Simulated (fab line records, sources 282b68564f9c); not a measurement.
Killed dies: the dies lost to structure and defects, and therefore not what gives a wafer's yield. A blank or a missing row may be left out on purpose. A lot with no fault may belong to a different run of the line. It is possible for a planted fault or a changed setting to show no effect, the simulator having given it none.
Split-lot study || flow ritCmos || 27 wafers read from 5 lots, route of 202 steps

== THE SPLIT ITSELF ==
At RIT_REOX_OXIDATION_03 (target thk 25.2 nm, ox time 5580 s), the setting oxTimeS was moved away from the recipe's 5580 s on 18 of the 27 wafers read, by -19.8% to +44.2%. For the rest of the wafers, this setting stayed at what the recipe calls for.

Split to reading: the file shows no intervening step.

== THE READING ==
REOX_OXIDE_THK in nanometres, read at RIT_REOX_THK_MEAS_04. On this fab line, fault-free wafers typically give 25.34 nm with a standard deviation of 0.27 nm.

{"wafer": "L077.1", "tool, chamber at the split": "-, -", "oxTimeS as run, s": 4473, "against the recipe": "-19.8%", "REOX_OXIDE_THK, nm": 22.05, "against lot-mates on the recipe": "no lot-mate on the recipe"}
{"wafer": "L077.2", "tool, chamber at the split": "-, -", "oxTimeS as run, s": 4473, "against the recipe": "-19.8%", "REOX_OXIDE_THK, nm": 22.09, "against lot-mates on the recipe": "no lot-mate on the recipe"}
{"wafer": "L077.3", "tool, chamber at the split": "-, -", "oxTimeS as run, s": 4473, "against the recipe": "-19.8%", "REOX_OXIDE_THK, nm": 21.59, "against lot-mates on the recipe": "no lot-mate on the recipe"}
{"wafer": "L077.4", "tool, chamber at the split": "-, -", "oxTimeS as run, s": 4473, "against the recipe": "-19.8%", "REOX_OXIDE_THK, nm": 22.33, "against lot-mates on the recipe": "no lot-mate on the recipe"}
{"wafer": "L077.5", "tool, chamber at the split": "-, -", "oxTimeS as run, s": 4473, "against the recipe": "-19.8%", "REOX_OXIDE_THK, nm": 22.25, "against lot-mates on the recipe": "no lot-mate on the recipe"}
{"wafer": "L077.6", "tool, chamber at the split": "-, -", "oxTimeS as run, s": 4473, "against the recipe": "-19.8%", "REOX_OXIDE_THK, nm": 22.15, "against lot-mates on the recipe": "no lot-mate on the recipe"}
{"wafer": "L079.1", "tool, chamber at the split": "-, -", "oxTimeS as run, s": 5580, "against the recipe": "recipe", "REOX_OXIDE_THK, nm": 25.46, "against lot-mates on the recipe": "-"}
{"wafer": "L079.2", "tool, chamber at the split": "-, -", "oxTimeS as run, s": 5580, "against the recipe": "recipe", "REOX_OXIDE_THK, nm": 25.73, "against lot-mates on the recipe": "-"}
{"wafer": "L079.3", "tool, chamber at the split": "-, -", "oxTimeS as run, s": 5580, "against the recipe": "recipe", "REOX_OXIDE_THK, nm": 25.56, "against lot-mates on the recipe": "-"}
{"wafer": "L079.4", "tool, chamber at the split": "-, -", "oxTimeS as run, s": 5580, "against the recipe": "recipe", "REOX_OXIDE_THK, nm": 25.74, "against lot-mates on the recipe": "-"}
{"wafer": "L079.5", "tool, chamber at the split": "-, -", "oxTimeS as run, s": 5580, "against the recipe": "recipe", "REOX_OXIDE_THK, nm": 25.47, "against lot-mates on the recipe": "-"}
{"wafer": "L079.6", "tool, chamber at the split": "-, -", "oxTimeS as run, s": 5580, "against the recipe": "recipe", "REOX_OXIDE_THK, nm": 25.20, "against lot-mates on the recipe": "-"}
{"wafer": "L081.1", "tool, chamber at the split": "-, -", "oxTimeS as run, s": 7931, "against the recipe": "+42.1%", "REOX_OXIDE_THK, nm": 31.96, "against lot-mates on the recipe": "no lot-mate on the recipe"}
{"wafer": "L081.2", "tool, chamber at the split": "-, -", "oxTimeS as run, s": 7931, "against the recipe": "+42.1%", "REOX_OXIDE_THK, nm": 32.10, "against lot-mates on the recipe": "no lot-mate on the recipe"}
{"wafer": "L081.3", "tool, chamber at the split": "-, -", "oxTimeS as run, s": 7931, "against the recipe": "+42.1%", "REOX_OXIDE_THK, nm": 32.15, "against lot-mates on the recipe": "no lot-mate on the recipe"}
{"wafer": "L081.4", "tool, chamber at the split": "-, -", "oxTimeS as run, s": 7931, "against the recipe": "+42.1%", "REOX_OXIDE_THK, nm": 32.04, "against lot-mates on the recipe": "no lot-mate on the recipe"}
{"wafer": "L081.5", "tool, chamber at the split": "-, -", "oxTimeS as run, s": 7931, "against the recipe": "+42.1%", "REOX_OXIDE_THK, nm": 31.46, "against lot-mates on the recipe": "no lot-mate on the recipe"}
{"wafer": "L081.6", "tool, chamber at the split": "-, -", "oxTimeS as run, s": 7931, "against the recipe": "+42.1%", "REOX_OXIDE_THK, nm": 32.45, "against lot-mates on the recipe": "no lot-mate on the recipe"}
{"wafer": "L082.1", "tool, chamber at the split": "furnace-02, 0", "oxTimeS as run, s": 5580, "against the recipe": "recipe", "REOX_OXIDE_THK, nm": 25.27, "against lot-mates on the recipe": "-"}
{"wafer": "L082.2", "tool, chamber at the split": "furnace-02, 0", "oxTimeS as run, s": 5580, "against the recipe": "recipe", "REOX_OXIDE_THK, nm": 25.71, "against lot-mates on the recipe": "-"}
{"wafer": "L082.5", "tool, chamber at the split": "furnace-02, 0", "oxTimeS as run, s": 5580, "against the recipe": "recipe", "REOX_OXIDE_THK, nm": 25.54, "against lot-mates on the recipe": "-"}
{"wafer": "L084.1", "tool, chamber at the split": "-, -", "oxTimeS as run, s": 8046, "against the recipe": "+44.2%", "REOX_OXIDE_THK, nm": 32.21, "against lot-mates on the recipe": "no lot-mate on the recipe"}
{"wafer": "L084.2", "tool, chamber at the split": "-, -", "oxTimeS as run, s": 8046, "against the recipe": "+44.2%", "REOX_OXIDE_THK, nm": 32.30, "against lot-mates on the recipe": "no lot-mate on the recipe"}
{"wafer": "L084.3", "tool, chamber at the split": "-, -", "oxTimeS as run, s": 8046, "against the recipe": "+44.2%", "REOX_OXIDE_THK, nm": 31.62, "against lot-mates on the recipe": "no lot-mate on the recipe"}
{"wafer": "L084.4", "tool, chamber at the split": "-, -", "oxTimeS as run, s": 8046, "against the recipe": "+44.2%", "REOX_OXIDE_THK, nm": 32.04, "against lot-mates on the recipe": "no lot-mate on the recipe"}
{"wafer": "L084.5", "tool, chamber at the split": "-, -", "oxTimeS as run, s": 8046, "against the recipe": "+44.2%", "REOX_OXIDE_THK, nm": 32.11, "against lot-mates on the recipe": "no lot-mate on the recipe"}
{"wafer": "L084.6", "tool, chamber at the split": "-, -", "oxTimeS as run, s": 8046, "against the recipe": "+44.2%", "REOX_OXIDE_THK, nm": 32.05, "against lot-mates on the recipe": "no lot-mate on the recipe"}

FIT RESULTS
A straight line over all 27 wafers: REOX_OXIDE_THK changes by +0.156 nm for each +1% of oxTimeS; r = +1.00; the points scatter about the line by 0.29 nm.
Too few moved wafers with a lot-mate on the recipe to fit a line net of each lot's own level.

== THE WHOLE CHAIN: every reading that the file lists as answering this split, in the file's order ==
{"step": "RIT_REOX_OXIDATION_03", "what it does": "target thk 25.2 nm, ox time 5580 s", "reading": "SiO2_of_REOX_OXIDATION_03.thkNm (the simulator's own value, which no gauge read)", "change (the file's fit)": "+0.156 nm for each +1% of the setting", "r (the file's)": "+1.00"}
{"step": "RIT_REOX_OXIDATION_03", "what it does": "target thk 25.2 nm, ox time 5580 s", "reading": "poly-Si_of_GATE_CVD_08.thkNm (the simulator's own value, which no gauge read)", "change (the file's fit)": "-0.0768 nm for each +1% of the setting", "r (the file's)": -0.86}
{"step": "RIT_REOX_THK_MEAS_04", "what it does": "", "reading": "REOX_OXIDE_THK", "change (the file's fit)": "+0.156 for each +1% of the setting", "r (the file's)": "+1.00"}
{"step": "RIT_SPACER_CLEAN_00", "what it does": "cleans in SC1, time 600 s", "reading": "SiO2_of_REOX_OXIDATION_03.thkNm (the simulator's own value, which no gauge read)", "change (the file's fit)": "+0.144 nm for each +1% of the setting", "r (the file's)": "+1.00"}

== THE FILE'S OWN FIT ==
REOX_OXIDE_THK changes by +0.156 nm for each +1% of oxTimeS, r = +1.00.
